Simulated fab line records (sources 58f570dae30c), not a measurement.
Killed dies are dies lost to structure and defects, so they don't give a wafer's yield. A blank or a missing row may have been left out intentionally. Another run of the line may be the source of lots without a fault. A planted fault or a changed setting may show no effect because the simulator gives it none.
Which tool did it? / flow berkeleyCmos170 / 14 lots with 42 wafers sampled at 4 steps, on a route of 331 steps

## WHAT EACH GAUGE READ, for each wafer
UCB170_M3_OVL_MEAS_16.
lot=L981; measured=day 8 23:15; on=overlay-02; M3_OVL (nm)=-2 3 3
lot=L980; measured=day 8 23:48; on=overlay-01; M3_OVL (nm)=5 1 4
lot=L982; measured=day 9 01:14; on=overlay-01; M3_OVL (nm)=-1 0 -2
lot=L983; measured=day 8 23:32; on=overlay-02; M3_OVL (nm)=10 5 2
lot=L984; measured=day 9 10:41; on=overlay-02; M3_OVL (nm)=-1 -2 3
lot=L988; measured=day 9 23:34; on=overlay-01; M3_OVL (nm)=10 7 5
lot=L989; measured=day 10 16:16; on=overlay-02; M3_OVL (nm)=12 8 9
lot=L992; measured=day 10 23:33; on=overlay-02; M3_OVL (nm)=4 -4 -3
lot=L993; measured=day 10 22:56; on=overlay-02; M3_OVL (nm)=-10 -4 -6
lot=L994; measured=day 11 00:17; on=overlay-01; M3_OVL (nm)=-3 -9 -8
lot=L995; measured=day 11 15:56; on=overlay-02; M3_OVL (nm)=2 2 -1
lot=L998; measured=day 12 03:24; on=overlay-02; M3_OVL (nm)=2 2 -1
lot=L999; measured=day 12 05:35; on=overlay-01; M3_OVL (nm)=-4 -9 5
lot=L100; measured=day 12 10:50; on=overlay-01; M3_OVL (nm)=-1 -1 -4

UCB170_M3_BOW_MEAS_20.
lot=L981; measured=day 8 23:45; on=filmMetro-01; M3_BOW (um)=41 42 40
lot=L980; measured=day 9 00:18; on=filmMetro-02; M3_BOW (um)=34 43 35
lot=L982; measured=day 9 01:44; on=filmMetro-02; M3_BOW (um)=36 40 36
lot=L983; measured=day 9 00:02; on=filmMetro-04; M3_BOW (um)=60 39 41
lot=L984; measured=day 9 11:13; on=filmMetro-02; M3_BOW (um)=40 50 38
lot=L988; measured=day 10 00:02; on=filmMetro-01; M3_BOW (um)=38 48 39
lot=L989; measured=day 10 16:45; on=filmMetro-01; M3_BOW (um)=34 23 41
lot=L992; measured=day 11 00:02; on=filmMetro-02; M3_BOW (um)=48 39 36
lot=L993; measured=day 10 23:25; on=filmMetro-02; M3_BOW (um)=31 36 42
lot=L994; measured=day 11 00:47; on=filmMetro-02; M3_BOW (um)=25 24 24
lot=L995; measured=day 11 16:28; on=filmMetro-01; M3_BOW (um)=42 32 32
lot=L998; measured=day 12 03:54; on=filmMetro-02; M3_BOW (um)=39 43 40
lot=L999; measured=day 12 06:11; on=filmMetro-04; M3_BOW (um)=35 49 36
lot=L100; measured=day 12 11:20; on=filmMetro-04; M3_BOW (um)=33 37 39

## EACH LOT AND THE TOOL THAT RAN IT (in order: tool; ch and the chambers of the sampled wafers; start)
lot=L981; UCB170_PWELL_CLEAN_00=wetBench-02 ch 0, day 3 10:20; UCB170_M2_STRIP_07=plasmaAsher-01 ch 0,1, day 8 13:59
lot=L980; UCB170_PWELL_CLEAN_00=wetBench-01 ch 1, day 3 14:37; UCB170_M2_STRIP_07=plasmaAsher-02 ch 0,1, day 8 15:27
lot=L982; UCB170_PWELL_CLEAN_00=wetBench-01 ch 2, day 3 15:29; UCB170_M2_STRIP_07=plasmaAsher-04 ch 0,1, day 8 17:27
lot=L983; UCB170_PWELL_CLEAN_00=wetBench-04 ch 3, day 3 17:37; UCB170_M2_STRIP_07=plasmaAsher-01 ch 0,1, day 8 14:37
lot=L984; UCB170_PWELL_CLEAN_00=wetBench-01 ch 1, day 3 22:51; UCB170_M2_STRIP_07=plasmaAsher-01 ch 0, day 9 02:43
lot=L988; UCB170_PWELL_CLEAN_00=wetBench-04 ch 1, day 4 19:17; UCB170_M2_STRIP_07=plasmaAsher-04 ch 0,1, day 9 15:35
lot=L989; UCB170_PWELL_CLEAN_00=wetBench-04 ch 2, day 5 07:35; UCB170_M2_STRIP_07=plasmaAsher-01 ch 0,1, day 10 07:33
lot=L992; UCB170_PWELL_CLEAN_00=wetBench-04 ch 1, day 5 23:17; UCB170_M2_STRIP_07=plasmaAsher-04 ch 0,1, day 10 14:17
lot=L993; UCB170_PWELL_CLEAN_00=wetBench-04 ch 1, day 5 23:17; UCB170_M2_STRIP_07=plasmaAsher-01 ch 0,1, day 10 13:50
lot=L994; UCB170_PWELL_CLEAN_00=wetBench-04 ch 2, day 5 23:17; UCB170_M2_STRIP_07=plasmaAsher-01 ch 0, day 10 14:40
lot=L995; UCB170_PWELL_CLEAN_00=wetBench-04 ch 1, day 6 10:58; UCB170_M2_STRIP_07=plasmaAsher-01 ch 0,1, day 11 09:31
lot=L998; UCB170_PWELL_CLEAN_00=wetBench-02 ch 2, day 6 21:23; UCB170_M2_STRIP_07=plasmaAsher-02 ch 0,1, day 11 18:08
lot=L999; UCB170_PWELL_CLEAN_00=wetBench-04 ch 1, day 6 22:11; UCB170_M2_STRIP_07=plasmaAsher-02 ch 0,1, day 11 18:40
lot=L100; UCB170_PWELL_CLEAN_00=wetBench-02 ch 3, day 7 05:09; UCB170_M2_STRIP_07=plasmaAsher-01 ch 0,1, day 12 01:47
- UCB170_PWELL_CLEAN_00: cleans in SPM, time 600 s.
- UCB170_M2_STRIP_07: strips in O2.

## WHAT THE TOOLS THEMSELVES READ (means of the sampled wafers that have a number; where no wafer has one, the mark that the record gives instead)
UCB170_PWELL_CLEAN_00.
lot=L981; tool=wetBench-02; bathGuardTempC (C)=119.8; bathHeatDutyPct (%)=11.1
lot=L980; tool=wetBench-01; bathGuardTempC (C)=119.9; bathHeatDutyPct (%)=13.1
lot=L982; tool=wetBench-01; bathGuardTempC (C)=120.2; bathHeatDutyPct (%)=12.6
lot=L983; tool=wetBench-04; bathGuardTempC (C)=119.4; bathHeatDutyPct (%)=11.1
lot=L984; tool=wetBench-01; bathGuardTempC (C)=119.9; bathHeatDutyPct (%)=13.0
lot=L988; tool=wetBench-04; bathGuardTempC (C)=-; bathHeatDutyPct (%)=-
lot=L989; tool=wetBench-04; bathGuardTempC (C)=-; bathHeatDutyPct (%)=-
lot=L992; tool=wetBench-04; bathGuardTempC (C)=119.7; bathHeatDutyPct (%)=15.3
lot=L993; tool=wetBench-04; bathGuardTempC (C)=119.7; bathHeatDutyPct (%)=14.1
lot=L994; tool=wetBench-04; bathGuardTempC (C)=119.9; bathHeatDutyPct (%)=13.1
lot=L995; tool=wetBench-04; bathGuardTempC (C)=119.7; bathHeatDutyPct (%)=14.3
lot=L998; tool=wetBench-02; bathGuardTempC (C)=119.5; bathHeatDutyPct (%)=16.3
lot=L999; tool=wetBench-04; bathGuardTempC (C)=119.7; bathHeatDutyPct (%)=14.8
lot=L100; tool=wetBench-02; bathGuardTempC (C)=119.8; bathHeatDutyPct (%)=13.5

UCB170_M2_STRIP_07.
lot=L981; tool=plasmaAsher-01; drypumpMotorCurrentA (A)=6.0; oesProductAu (a.u.)=0.734; stripTimeToEndpointS (s)=21.94
lot=L980; tool=plasmaAsher-02; drypumpMotorCurrentA (A)=5.8; oesProductAu (a.u.)=0.731; stripTimeToEndpointS (s)=21.96
lot=L982; tool=plasmaAsher-04; drypumpMotorCurrentA (A)=6.4; oesProductAu (a.u.)=0.733; stripTimeToEndpointS (s)=21.90
lot=L983; tool=plasmaAsher-01; drypumpMotorCurrentA (A)=6.1; oesProductAu (a.u.)=0.738; stripTimeToEndpointS (s)=22.01
lot=L984; tool=plasmaAsher-01; drypumpMotorCurrentA (A)=6.2; oesProductAu (a.u.)=0.733; stripTimeToEndpointS (s)=21.99
lot=L988; tool=plasmaAsher-04; drypumpMotorCurrentA (A)=6.4; oesProductAu (a.u.)=0.732; stripTimeToEndpointS (s)=21.96
lot=L989; tool=plasmaAsher-01; drypumpMotorCurrentA (A)=6.0; oesProductAu (a.u.)=0.731; stripTimeToEndpointS (s)=22.01
lot=L992; tool=plasmaAsher-04; drypumpMotorCurrentA (A)=6.4; oesProductAu (a.u.)=0.735; stripTimeToEndpointS (s)=22.15
lot=L993; tool=plasmaAsher-01; drypumpMotorCurrentA (A)=6.1; oesProductAu (a.u.)=0.736; stripTimeToEndpointS (s)=22.08
lot=L994; tool=plasmaAsher-01; drypumpMotorCurrentA (A)=6.2; oesProductAu (a.u.)=0.731; stripTimeToEndpointS (s)=21.99
lot=L995; tool=plasmaAsher-01; drypumpMotorCurrentA (A)=6.0; oesProductAu (a.u.)=0.733; stripTimeToEndpointS (s)=22.00
lot=L998; tool=plasmaAsher-02; drypumpMotorCurrentA (A)=5.8; oesProductAu (a.u.)=0.737; stripTimeToEndpointS (s)=21.83
lot=L999; tool=plasmaAsher-02; drypumpMotorCurrentA (A)=5.8; oesProductAu (a.u.)=0.738; stripTimeToEndpointS (s)=22.07
lot=L100; tool=plasmaAsher-01; drypumpMotorCurrentA (A)=6.0; oesProductAu (a.u.)=0.738; stripTimeToEndpointS (s)=21.90

## THE ANSWER, worked out from the rows above alone
Rule: the lots themselves supply what counts as usual. The widest of any qualifying gaps counts: lots, ordered by their means at a reading, are off when they make up no more than a third of the lots, leave a main group of 4 or more, and stand apart from it by 3 or more times the standard deviation of that group's means. Not used: any main group whose means are identical at the precision the tables above print for the reading. Also off: a lot with no number at a reading for which 4 or more lots have one. All remaining lots with rows at the step are treated as sound. Order of review: gauges by route order, followed by the tools' own readings, for which a lot's mean as printed above is used. At the first step where some lot is off, the reading lying furthest off is the one used; lots without a number count as furthest.
Off at UCB170_PWELL_CLEAN_00 (bathGuardTempC): L988, L989. Without a number there: L988, L989. For the main group the mean is 119.8 C and the standard deviation 0.2.
If a tool, at that step or one of the process steps before it, ran each lot that is off and ran no sound lot following the first of them, it fits. None of those tried fits.

## WHAT HAD BEEN PUT IN BY THE SIMULATOR
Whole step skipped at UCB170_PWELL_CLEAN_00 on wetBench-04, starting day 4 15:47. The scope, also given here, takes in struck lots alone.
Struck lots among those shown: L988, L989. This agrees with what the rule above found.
